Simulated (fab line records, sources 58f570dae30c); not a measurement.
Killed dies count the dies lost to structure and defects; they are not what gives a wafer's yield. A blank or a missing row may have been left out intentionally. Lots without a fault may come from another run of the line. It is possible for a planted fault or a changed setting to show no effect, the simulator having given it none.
fab line records / flow berkeley_cmos170 / part 2 of 2: steps 25 to 39 of 39
record: lots: 5 wafers: 15 last_day: 12
route steps=331 shown ACTIVE@66 PFIELD@79 FIELD@89 SACOX@97 SCREENOX@100 NVT@104
lots untouched by any fault: they come from a run of this same line in which no faults occurred
start_h: the number of hours between the record's first day and the start of the first shown wafer of the lot / wait_h: hours since the lot's step before / " unchanged from the row above / L1.1+2: a single row standing in for several wafers / - no value, or no start given / * or withheld: withheld / < > ~ a bound
route shown NAME@n: NAME is a module with steps in the file, n the number in the route of the first one / usual: mean/standard deviation taken from wafers without a fault / same: alike in all rows / chamber/n: place in a boat / sites: per-site readings / _std_site: the standard deviation of these / _edge_site: the outer-site mean with the inner-site mean subtracted / radius_mm: how far each site lies from the wafer's centre / mask NAME#n: copy n / behind: the last tool/chamber to shape the wafer / hold: cause of the lot's hold/its duration in hours/its outcome / device: names the non-switching transistor (n, p or np) / end of line: tests run on the same wafers once the route is complete / a step with no rows: only its recipe / killed: count of dies lost to structure and defects at first sort (not the wafer's yield) / map: a wafer's dies, x killed, . not, _ none there
set.NAME: the run value of the setting; set.NAME@STEP: its run value at that earlier step / model.NAME: the simulator's own value behind a step, which no gauge read
certain route steps with their lots: each step a table, each wafer a row
services: a tool's chamber out of use, with start hour (start_h, from the record's first day; less than 0 if before it), hours out, and reason
== steps ==
step: UCB170_FIELD_OXIDATION_01
recipe: temp_c: 1000 ambient: H2O p_h2o_torr: 584.62 target_thk_a: 5583 ox_time_s: 7200
lot.wafer=L078.2+3+6 tool=furnace-01 chamber=0 start_h=114.41 wait_h=4.3
lot.wafer=L082.3+5+6 tool=furnace-01 chamber=0 start_h=145.11 wait_h=4.7
lot.wafer=L084.3+4+6 tool=furnace-04 chamber=0 start_h=154.74 wait_h=5.5
lot.wafer=L086.1+2+3 tool=furnace-01 chamber=0 start_h=161.96 wait_h=7.0
lot.wafer=L090.1+4+6 tool=furnace-01 chamber=0 start_h=187.04 wait_h=4.2
step: UCB170_FIELD_THK_MEAS_02
recipe: reads: SiO2_of_FIELD_OXIDATION_01
usual: FIELD_OXIDE_THK: 557/10
lot.wafer=L078.2 tool=film_metro-02 chamber=- start_h=117.42 wait_h=0.0 FIELD_OXIDE_THK[nm]=570
lot.wafer=L078.3 tool=film_metro-02 chamber=- start_h=117.42 wait_h=0.0 FIELD_OXIDE_THK[nm]=562
lot.wafer=L078.6 tool=film_metro-02 chamber=- start_h=117.42 wait_h=0.0 FIELD_OXIDE_THK[nm]=563
lot.wafer=L082.3 tool=film_metro-04 chamber=- start_h=148.13 wait_h=0.0 FIELD_OXIDE_THK[nm]=581
lot.wafer=L082.5 tool=film_metro-04 chamber=- start_h=148.13 wait_h=0.0 FIELD_OXIDE_THK[nm]=558
lot.wafer=L082.6 tool=film_metro-04 chamber=- start_h=148.13 wait_h=0.0 FIELD_OXIDE_THK[nm]=565
lot.wafer=L084.3 tool=film_metro-02 chamber=- start_h=157.76 wait_h=0.0 FIELD_OXIDE_THK[nm]=566
lot.wafer=L084.4 tool=film_metro-02 chamber=- start_h=157.76 wait_h=0.0 FIELD_OXIDE_THK[nm]=566
lot.wafer=L084.6 tool=film_metro-02 chamber=- start_h=157.76 wait_h=0.0 FIELD_OXIDE_THK[nm]=559
lot.wafer=L086.1 tool=film_metro-03 chamber=- start_h=164.96 wait_h=0.0 FIELD_OXIDE_THK[nm]=556
lot.wafer=L086.2 tool=film_metro-03 chamber=- start_h=164.96 wait_h=0.0 FIELD_OXIDE_THK[nm]=540
lot.wafer=L086.3 tool=film_metro-03 chamber=- start_h=164.96 wait_h=0.0 FIELD_OXIDE_THK[nm]=545
lot.wafer=L090.1 tool=film_metro-04 chamber=- start_h=190.04 wait_h=0.0 FIELD_OXIDE_THK[nm]=555
lot.wafer=L090.4 tool=film_metro-04 chamber=- start_h=190.04 wait_h=0.0 FIELD_OXIDE_THK[nm]=547
lot.wafer=L090.6 tool=film_metro-04 chamber=- start_h=190.04 wait_h=0.0 FIELD_OXIDE_THK[nm]=555
step: UCB170_FIELD_ANNEAL_03
recipe: temp_c: 1000 time_s: 1200 ambient: N2
same: time_s: 1200
lot.wafer=L078.2+3+6 tool=furnace-02 chamber=0 start_h=121.92 wait_h=4.5
lot.wafer=L082.3+5+6 tool=furnace-02 chamber=0 start_h=153.56 wait_h=5.4
lot.wafer=L084.3+4+6 tool=furnace-02 chamber=0 start_h=163.81 wait_h=6.0
lot.wafer=L086.1+2+3 tool=furnace-02 chamber=0 start_h=170.91 wait_h=5.9
lot.wafer=L090.1+4+6 tool=furnace-01 chamber=0 start_h=196.18 wait_h=6.1
step: UCB170_FIELD_WET_ETCH_04
recipe: chemistry: dHF dilution: 10:1 target: SiO2 temp_c: 25 time_s: 60
same: time_s: 60
lot.wafer=L078.2+3+6 tool=wet_bench-02 chamber=0 start_h=123.26 wait_h=0.0
lot.wafer=L082.3+5+6 tool=wet_bench-03 chamber=3 start_h=154.89 wait_h=0.0
lot.wafer=L084.3+4+6 tool=wet_bench-02 chamber=0 start_h=165.14 wait_h=0.0
lot.wafer=L086.1+2+3 tool=wet_bench-04 chamber=1 start_h=172.36 wait_h=0.1
lot.wafer=L090.1+4+6 tool=wet_bench-03 chamber=1 start_h=197.51 wait_h=0.0
step: UCB170_FIELD_WET_ETCH_05
recipe: chemistry: H3PO4 target: Si3N4 temp_c: 160 time_s: 12600
same: time_s: 12600
lot.wafer=L078.2+3+6 tool=wet_bench-03 chamber=2 start_h=123.28 wait_h=0.0
lot.wafer=L082.3+5+6 tool=wet_bench-02 chamber=3 start_h=154.92 wait_h=0.0
lot.wafer=L084.3+4+6 tool=wet_bench-03 chamber=2 start_h=165.17 wait_h=0.0
lot.wafer=L086.1+2+3 tool=wet_bench-04 chamber=0 start_h=172.38 wait_h=0.0
lot.wafer=L090.1+4+6 tool=wet_bench-02 chamber=2 start_h=197.54 wait_h=0.0
step: UCB170_FIELD_WET_ETCH_06
recipe: chemistry: BOE dilution: 5:1 target: SiO2 temp_c: 25 time_s: 22
same: time_s: 22
lot.wafer=L078.2+3+6 tool=wet_bench-03 chamber=1 start_h=127.15 wait_h=0.0
lot.wafer=L082.3+5+6 tool=wet_bench-04 chamber=1 start_h=158.74 wait_h=0.0
lot.wafer=L084.3+4+6 tool=wet_bench-03 chamber=3 start_h=169.09 wait_h=0.4
lot.wafer=L086.1+2+3 tool=wet_bench-03 chamber=1 start_h=175.89 wait_h=0.0
lot.wafer=L090.1+4+6 tool=wet_bench-03 chamber=1 start_h=201.09 wait_h=0.0
step: UCB170_FIELD_THK_MEAS_90
recipe: reads: SiO2_of_FIELD_OXIDATION_01
usual: FIELD_OXIDE_LEFT_1_THK: 440/10
lot.wafer=L078.2 tool=film_metro-02 chamber=- start_h=127.18 wait_h=0.0 FIELD_OXIDE_LEFT_1_THK[nm]=453
lot.wafer=L078.3 tool=film_metro-02 chamber=- start_h=127.18 wait_h=0.0 FIELD_OXIDE_LEFT_1_THK[nm]=445
lot.wafer=L078.6 tool=film_metro-02 chamber=- start_h=127.18 wait_h=0.0 FIELD_OXIDE_LEFT_1_THK[nm]=446
lot.wafer=L082.3 tool=film_metro-03 chamber=- start_h=158.78 wait_h=0.0 FIELD_OXIDE_LEFT_1_THK[nm]=465
lot.wafer=L082.5 tool=film_metro-03 chamber=- start_h=158.78 wait_h=0.0 FIELD_OXIDE_LEFT_1_THK[nm]=442
lot.wafer=L082.6 tool=film_metro-03 chamber=- start_h=158.78 wait_h=0.0 FIELD_OXIDE_LEFT_1_THK[nm]=450
lot.wafer=L084.3 tool=film_metro-04 chamber=- start_h=169.12 wait_h=0.0 FIELD_OXIDE_LEFT_1_THK[nm]=448
lot.wafer=L084.4 tool=film_metro-04 chamber=- start_h=169.12 wait_h=0.0 FIELD_OXIDE_LEFT_1_THK[nm]=448
lot.wafer=L084.6 tool=film_metro-04 chamber=- start_h=169.12 wait_h=0.0 FIELD_OXIDE_LEFT_1_THK[nm]=442
lot.wafer=L086.1 tool=film_metro-02 chamber=- start_h=175.90 wait_h=0.0 FIELD_OXIDE_LEFT_1_THK[nm]=442
lot.wafer=L086.2 tool=film_metro-02 chamber=- start_h=175.90 wait_h=0.0 FIELD_OXIDE_LEFT_1_THK[nm]=424
lot.wafer=L086.3 tool=film_metro-02 chamber=- start_h=175.90 wait_h=0.0 FIELD_OXIDE_LEFT_1_THK[nm]=431
lot.wafer=L090.1 tool=film_metro-04 chamber=- start_h=201.10 wait_h=0.0 FIELD_OXIDE_LEFT_1_THK[nm]=438
lot.wafer=L090.4 tool=film_metro-04 chamber=- start_h=201.10 wait_h=0.0 FIELD_OXIDE_LEFT_1_THK[nm]=431
lot.wafer=L090.6 tool=film_metro-04 chamber=- start_h=201.10 wait_h=0.0 FIELD_OXIDE_LEFT_1_THK[nm]=438
step: UCB170_SACOX_CLEAN_00
recipe: chemistry: dHF dilution: 25:1 time_s: 7.5
same: time_s: 7.5
lot.wafer=L078.2+3+6 tool=wet_bench-03 chamber=2 start_h=127.34 wait_h=0.2
lot.wafer=L082.3+5+6 tool=wet_bench-03 chamber=1 start_h=158.82 wait_h=0.0
lot.wafer=L084.3+4+6 tool=wet_bench-03 chamber=2 start_h=169.16 wait_h=0.0
lot.wafer=L086.1+2+3 tool=wet_bench-01 chamber=1 start_h=175.96 wait_h=0.1
lot.wafer=L090.1+4+6 tool=wet_bench-03 chamber=1 start_h=201.16 wait_h=0.1
step: UCB170_SACOX_OXIDATION_01
recipe: temp_c: 892.6 ambient: O2 target_thk_a: 144 ox_time_s: 2400
lot.wafer=L078.2+3+6 tool=furnace-01 chamber=0 start_h=131.36 wait_h=4.0
lot.wafer=L082.3+5+6 tool=furnace-02 chamber=0 start_h=165.14 wait_h=6.3
lot.wafer=L084.3+4+6 tool=furnace-04 chamber=0 start_h=173.95 wait_h=4.8
lot.wafer=L086.1+2+3 tool=furnace-01 chamber=0 start_h=181.29 wait_h=5.3
lot.wafer=L090.1+4+6 tool=furnace-01 chamber=0 start_h=208.99 wait_h=7.8
step: UCB170_SACOX_THK_MEAS_02
recipe: reads: SiO2_of_SACOX_OXIDATION_01
usual: SACOX_OXIDE_THK: 13.25/0.22
lot.wafer=L078.2 tool=film_metro-01 chamber=- start_h=133.05 wait_h=0.0 SACOX_OXIDE_THK[nm]=13.60
lot.wafer=L078.3 tool=film_metro-01 chamber=- start_h=133.05 wait_h=0.0 SACOX_OXIDE_THK[nm]=13.21
lot.wafer=L078.6 tool=film_metro-01 chamber=- start_h=133.05 wait_h=0.0 SACOX_OXIDE_THK[nm]=13.53
lot.wafer=L082.3 tool=film_metro-02 chamber=- start_h=166.83 wait_h=0.0 SACOX_OXIDE_THK[nm]=13.26
lot.wafer=L082.5 tool=film_metro-02 chamber=- start_h=166.83 wait_h=0.0 SACOX_OXIDE_THK[nm]=13.24
lot.wafer=L082.6 tool=film_metro-02 chamber=- start_h=166.83 wait_h=0.0 SACOX_OXIDE_THK[nm]=13.26
lot.wafer=L084.3 tool=film_metro-01 chamber=- start_h=175.64 wait_h=0.0 SACOX_OXIDE_THK[nm]=13.49
lot.wafer=L084.4 tool=film_metro-01 chamber=- start_h=175.64 wait_h=0.0 SACOX_OXIDE_THK[nm]=13.33
lot.wafer=L084.6 tool=film_metro-01 chamber=- start_h=175.64 wait_h=0.0 SACOX_OXIDE_THK[nm]=13.52
lot.wafer=L086.1 tool=film_metro-02 chamber=- start_h=182.96 wait_h=0.0 SACOX_OXIDE_THK[nm]=13.31
lot.wafer=L086.2 tool=film_metro-02 chamber=- start_h=182.96 wait_h=0.0 SACOX_OXIDE_THK[nm]=13.18
lot.wafer=L086.3 tool=film_metro-02 chamber=- start_h=182.96 wait_h=0.0 SACOX_OXIDE_THK[nm]=13.49
lot.wafer=L090.1 tool=film_metro-02 chamber=- start_h=210.66 wait_h=0.0 SACOX_OXIDE_THK[nm]=13.11
lot.wafer=L090.4 tool=film_metro-02 chamber=- start_h=210.66 wait_h=0.0 SACOX_OXIDE_THK[nm]=12.96
lot.wafer=L090.6 tool=film_metro-02 chamber=- start_h=210.66 wait_h=0.0 SACOX_OXIDE_THK[nm]=13.09
step: UCB170_SCREENOX_WET_ETCH_00
recipe: chemistry: dHF dilution: 25:1 target: SiO2 temp_c: 25 time_s: 200
same: time_s: 200
lot.wafer=L078.2+3+6 tool=wet_bench-03 chamber=1 start_h=133.10 wait_h=0.0
lot.wafer=L082.3+5+6 tool=wet_bench-03 chamber=0 start_h=168.67 wait_h=1.8
lot.wafer=L084.3+4+6 tool=wet_bench-01 chamber=1 start_h=175.68 wait_h=0.0
lot.wafer=L086.1+2+3 tool=wet_bench-01 chamber=2 start_h=183.02 wait_h=0.1
lot.wafer=L090.1+4+6 tool=wet_bench-01 chamber=2 start_h=210.72 wait_h=0.1
step: UCB170_SCREENOX_OXIDATION_01
recipe: temp_c: 900 ambient: O2 target_thk_a: 144 ox_time_s: 2400
lot.wafer=L078.2+3+6 tool=furnace-04 chamber=0 start_h=139.89 wait_h=6.7
lot.wafer=L082.3+5+6 tool=furnace-02 chamber=0 start_h=173.49 wait_h=4.8
lot.wafer=L084.3+4+6 tool=furnace-04 chamber=0 start_h=181.22 wait_h=5.5
lot.wafer=L086.1+2+3 tool=furnace-04 chamber=0 start_h=188.24 wait_h=5.2
lot.wafer=L090.1+4+6 tool=furnace-04 chamber=0 start_h=216.79 wait_h=6.0
step: UCB170_SCREENOX_THK_MEAS_02
recipe: reads: SiO2_of_SCREENOX_OXIDATION_01
usual: SCREENOX_OXIDE_THK: 14.36/0.27
lot.wafer=L078.2 tool=film_metro-01 chamber=- start_h=141.56 wait_h=0.0 SCREENOX_OXIDE_THK[nm]=14.14
lot.wafer=L078.3 tool=film_metro-01 chamber=- start_h=141.56 wait_h=0.0 SCREENOX_OXIDE_THK[nm]=14.20
lot.wafer=L078.6 tool=film_metro-01 chamber=- start_h=141.56 wait_h=0.0 SCREENOX_OXIDE_THK[nm]=14.38
lot.wafer=L082.3 tool=film_metro-03 chamber=- start_h=175.18 wait_h=0.0 SCREENOX_OXIDE_THK[nm]=14.43
lot.wafer=L082.5 tool=film_metro-03 chamber=- start_h=175.18 wait_h=0.0 SCREENOX_OXIDE_THK[nm]=14.51
lot.wafer=L082.6 tool=film_metro-03 chamber=- start_h=175.18 wait_h=0.0 SCREENOX_OXIDE_THK[nm]=14.03
lot.wafer=L084.3 tool=film_metro-03 chamber=- start_h=182.91 wait_h=0.0 SCREENOX_OXIDE_THK[nm]=14.22
lot.wafer=L084.4 tool=film_metro-03 chamber=- start_h=182.91 wait_h=0.0 SCREENOX_OXIDE_THK[nm]=13.79
lot.wafer=L084.6 tool=film_metro-03 chamber=- start_h=182.91 wait_h=0.0 SCREENOX_OXIDE_THK[nm]=14.08
lot.wafer=L086.1 tool=film_metro-04 chamber=- start_h=189.90 wait_h=0.0 SCREENOX_OXIDE_THK[nm]=13.96
lot.wafer=L086.2 tool=film_metro-04 chamber=- start_h=189.90 wait_h=0.0 SCREENOX_OXIDE_THK[nm]=14.10
lot.wafer=L086.3 tool=film_metro-04 chamber=- start_h=189.90 wait_h=0.0 SCREENOX_OXIDE_THK[nm]=13.97
lot.wafer=L090.1 tool=film_metro-03 chamber=- start_h=218.45 wait_h=0.0 SCREENOX_OXIDE_THK[nm]=14.22
lot.wafer=L090.4 tool=film_metro-03 chamber=- start_h=218.45 wait_h=0.0 SCREENOX_OXIDE_THK[nm]=14.07
lot.wafer=L090.6 tool=film_metro-03 chamber=- start_h=218.45 wait_h=0.0 SCREENOX_OXIDE_THK[nm]=13.95
step: UCB170_SCREENOX_ANNEAL_03
recipe: temp_c: 900 time_s: 900 ambient: N2
same: time_s: 900
lot.wafer=L078.2+3+6 tool=furnace-04 chamber=0 start_h=147.47 wait_h=5.9
lot.wafer=L082.3+5+6 tool=furnace-01 chamber=0 start_h=180.04 wait_h=4.9
lot.wafer=L084.3+4+6 tool=furnace-02 chamber=0 start_h=187.54 wait_h=4.6
lot.wafer=L086.1+2+3 tool=furnace-04 chamber=0 start_h=195.50 wait_h=5.6
lot.wafer=L090.1+4+6 tool=furnace-04 chamber=0 start_h=222.29 wait_h=3.8
step: UCB170_NVT_HMDS_00
recipe: prime_time_s: 60 prime_temp_c: 100
usual: exhaust_pa: 44.8/0.95 resist_line_temp_C: 23.00/0.098
lot.wafer=L078.2 tool=litho_track-03 chamber=0 start_h=148.75 wait_h=0.0 exhaust_pa=43.9 resist_line_temp_C=23.12
lot.wafer=L078.3 tool=litho_track-03 chamber=0 start_h=148.75 wait_h=0.0 exhaust_pa=45.4 resist_line_temp_C=23.02
lot.wafer=L078.6 tool=litho_track-03 chamber=0 start_h=148.75 wait_h=0.0 exhaust_pa=44.8 resist_line_temp_C=23.14
lot.wafer=L082.3 tool=litho_track-04 chamber=0 start_h=181.35 wait_h=0.1 exhaust_pa=41.4 resist_line_temp_C=22.94
lot.wafer=L082.5 tool=litho_track-04 chamber=0 start_h=181.35 wait_h=0.1 exhaust_pa=42.8 resist_line_temp_C=23.10
lot.wafer=L082.6 tool=litho_track-04 chamber=0 start_h=181.35 wait_h=0.1 exhaust_pa=42.8 resist_line_temp_C=22.86
lot.wafer=L084.3 tool=litho_track-01 chamber=0 start_h=189.14 wait_h=0.3 exhaust_pa=44.3 resist_line_temp_C=22.82
lot.wafer=L084.4 tool=litho_track-01 chamber=0 start_h=189.14 wait_h=0.3 exhaust_pa=43.7 resist_line_temp_C=22.92
lot.wafer=L084.6 tool=litho_track-01 chamber=0 start_h=189.14 wait_h=0.3 exhaust_pa=44.3 resist_line_temp_C=22.91
lot.wafer=L086.1 tool=litho_track-04 chamber=0 start_h=196.75 wait_h=0.0 exhaust_pa=45.8 resist_line_temp_C=23.01
lot.wafer=L086.2 tool=litho_track-04 chamber=0 start_h=196.75 wait_h=0.0 exhaust_pa=46.1 resist_line_temp_C=22.95
lot.wafer=L086.3 tool=litho_track-04 chamber=0 start_h=196.75 wait_h=0.0 exhaust_pa=45.4 resist_line_temp_C=22.99
lot.wafer=L090.1 tool=litho_track-04 chamber=0 start_h=223.54 wait_h=0.0 exhaust_pa=44.3 resist_line_temp_C=22.93
lot.wafer=L090.4 tool=litho_track-04 chamber=0 start_h=223.54 wait_h=0.0 exhaust_pa=44.2 resist_line_temp_C=23.02
lot.wafer=L090.6 tool=litho_track-04 chamber=0 start_h=223.54 wait_h=0.0 exhaust_pa=44.9 resist_line_temp_C=22.92
== services ==
tool=krf_scanner-01 chamber=- start_h=91.47 hours=1.0 kind=pm
tool=plasma_asher-01 chamber=- start_h=108.75 hours=9.0 kind=pm
tool=krf_scanner-01 chamber=- start_h=108.98 hours=4.0 kind=pm
tool=rie_diel-03 chamber=3 start_h=122.52 hours=2.5 kind=repair
tool=plasma_asher-02 chamber=- start_h=122.67 hours=1.1 kind=repair
tool=krf_scanner-02 chamber=- start_h=124.79 hours=3.6 kind=pm
tool=implanter-01 chamber=- start_h=125.72 hours=4.0 kind=pm
tool=krf_scanner-02 chamber=- start_h=139.74 hours=17.3 kind=repair
tool=rie_diel-02 chamber=- start_h=141.09 hours=0.9 kind=repair
tool=implanter-02 chamber=- start_h=145.18 hours=2.4 kind=repair
tool=krf_scanner-02 chamber=- start_h=157.06 hours=1.0 kind=pm
tool=krf_scanner-02 chamber=- start_h=160.37 hours=0.8 kind=repair
tool=rie_diel-02 chamber=0 start_h=161.47 hours=2.1 kind=repair
tool=plasma_asher-03 chamber=- start_h=161.74 hours=30.6 kind=pm
tool=krf_scanner-01 chamber=- start_h=162.45 hours=1.3 kind=pm
tool=krf_scanner-01 chamber=- start_h=177.33 hours=0.8 kind=pm
tool=krf_scanner-02 chamber=- start_h=178.19 hours=1.3 kind=pm
tool=krf_scanner-02 chamber=- start_h=179.49 hours=0.8 kind=pm
tool=furnace-01 chamber=- start_h=191.54 hours=3.3 kind=pm
tool=krf_scanner-02 chamber=- start_h=203.64 hours=4.4 kind=pm
tool=furnace-01 chamber=- start_h=204.18 hours=4.8 kind=pm
tool=rie_diel-02 chamber=- start_h=205.23 hours=2.8 kind=pm
tool=krf_scanner-01 chamber=- start_h=208.01 hours=4.4 kind=pm
tool=plasma_asher-04 chamber=- start_h=212.68 hours=9.1 kind=repair
